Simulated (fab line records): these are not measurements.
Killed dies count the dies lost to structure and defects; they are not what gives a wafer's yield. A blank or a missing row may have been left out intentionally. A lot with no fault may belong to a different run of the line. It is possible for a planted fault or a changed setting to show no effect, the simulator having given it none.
Which tool was responsible? ; flow rit-cmos ; 14 lots, 42 wafers sampled, at 2 steps of a route of 202

== WHAT EACH GAUGE READ, for each wafer ==
RIT_CONTACT_THK_MEAS_01.
lot;measured;on;CONTACT_TEOS_THK (nm)
L621;day 3 13:53;film-metro-01;405 411 408
L623;day 3 23:11;film-metro-04;402 399 403
L624;day 4 01:55;film-metro-01;398 401 403
L625;day 4 08:29;film-metro-01;404 401 411
L626;day 4 19:15;film-metro-01;403 406 410
L627;day 5 03:12;film-metro-04;400 399 405
L628;day 5 03:28;film-metro-01;407 407 406
L630;day 5 15:22;film-metro-04;400 402 408
L631;day 6 02:49;film-metro-03;253 249 259
L632;day 6 08:49;film-metro-03;410 404 420
L634;day 7 00:41;film-metro-03;253 263 257
L638;day 7 15:37;film-metro-03;400 405 408
L640;day 8 02:51;film-metro-04;402 404 404
L642;day 8 03:18;film-metro-01;395 402 407

== EACH LOT AND THE TOOL THAT RAN IT (in order: tool; ch and the chambers of the sampled wafers; start) ==
lot;RIT_CONTACT_CVD_00
L621;pecvd-04 ch 1,2, day 3 13:49
L623;pecvd-01 ch 0,2, day 3 23:08
L624;pecvd-04 ch 1,2, day 4 01:51
L625;pecvd-02 ch 1,2, day 4 08:24
L626;pecvd-01 ch 0,2, day 4 19:11
L627;pecvd-04 ch 0,1, day 5 03:09
L628;pecvd-02 ch 1,2, day 5 03:23
L630;pecvd-04 ch 0,1, day 5 15:17
L631;pecvd-02 ch 1,2, day 6 02:44
L632;pecvd-01 ch 0,2, day 6 08:46
L634;pecvd-02 ch 1,2, day 7 00:36
L638;pecvd-01 ch 1,2, day 7 15:32
L640;pecvd-01 ch 0,1,2, day 8 02:47
L642;pecvd-04 ch 0,1, day 8 03:14
- RIT_CONTACT_CVD_00: deposits SiO2 from TEOS, target thk 400 nm, time 61 s.

== AS READ BY THE TOOLS THEMSELVES (means over the sampled wafers that have a number; for cases with no such wafer, the mark the record gives instead) ==
RIT_CONTACT_CVD_00.
lot;tool;heater-power-w (W)
L621;pecvd-04;256
L623;pecvd-01;353
L624;pecvd-04;269
L625;pecvd-02;292
L626;pecvd-01;325
L627;pecvd-04;268
L628;pecvd-02;255
L630;pecvd-04;328
L631;pecvd-02;277
L632;pecvd-01;349
L634;pecvd-02;297
L638;pecvd-01;323
L640;pecvd-01;327
L642;pecvd-04;299

== THE ANSWER, worked out from the rows above alone ==
Rule: the usual values come from the lots themselves. Put in order of their means at a reading, lots are off if they are a third of the lots or fewer, leave a main group of 4 or more, and stand apart from it by a gap of 3 or more times the standard deviation of the main group's means; of several such gaps the widest counts. A main group is skipped when, at the precision printed for the reading in the tables above, its means are all equal. Also off: a lot with no number at a reading for which 4 or more lots have one. The other lots that the step has rows for count as sound. After the gauges, taken in route order, come the tools' own readings; for these a lot's mean is taken, as printed above. The first step at which some lot is off is used, and at that step the reading that is off furthest; a lot without a number counts as furthest.
Off: at RIT_CONTACT_THK_MEAS_01 (CONTACT_TEOS_THK), L631, L634. The main group has a mean of 404 nm with a standard deviation of 3.1.
If a tool, at a process step before that reading, ran all the lots that are off and no sound lot after the first of them, it fits. The gauges at RIT_CONTACT_THK_MEAS_01 are tried like those tools. One candidate fits, namely pecvd-02 at RIT_CONTACT_CVD_00. A fault onset in the window from L628 (day 5 03:23, its last sound lot) to L631 (day 6 02:44, its first lot off) fits.

== WHAT HAD BEEN PUT IN BY THE SIMULATOR ==
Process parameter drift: pecvd-02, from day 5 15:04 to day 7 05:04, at RIT_CONTACT_CVD_00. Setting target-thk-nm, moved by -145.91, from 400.
Lots struck among those shown: L631, L634. The rule above found the same.
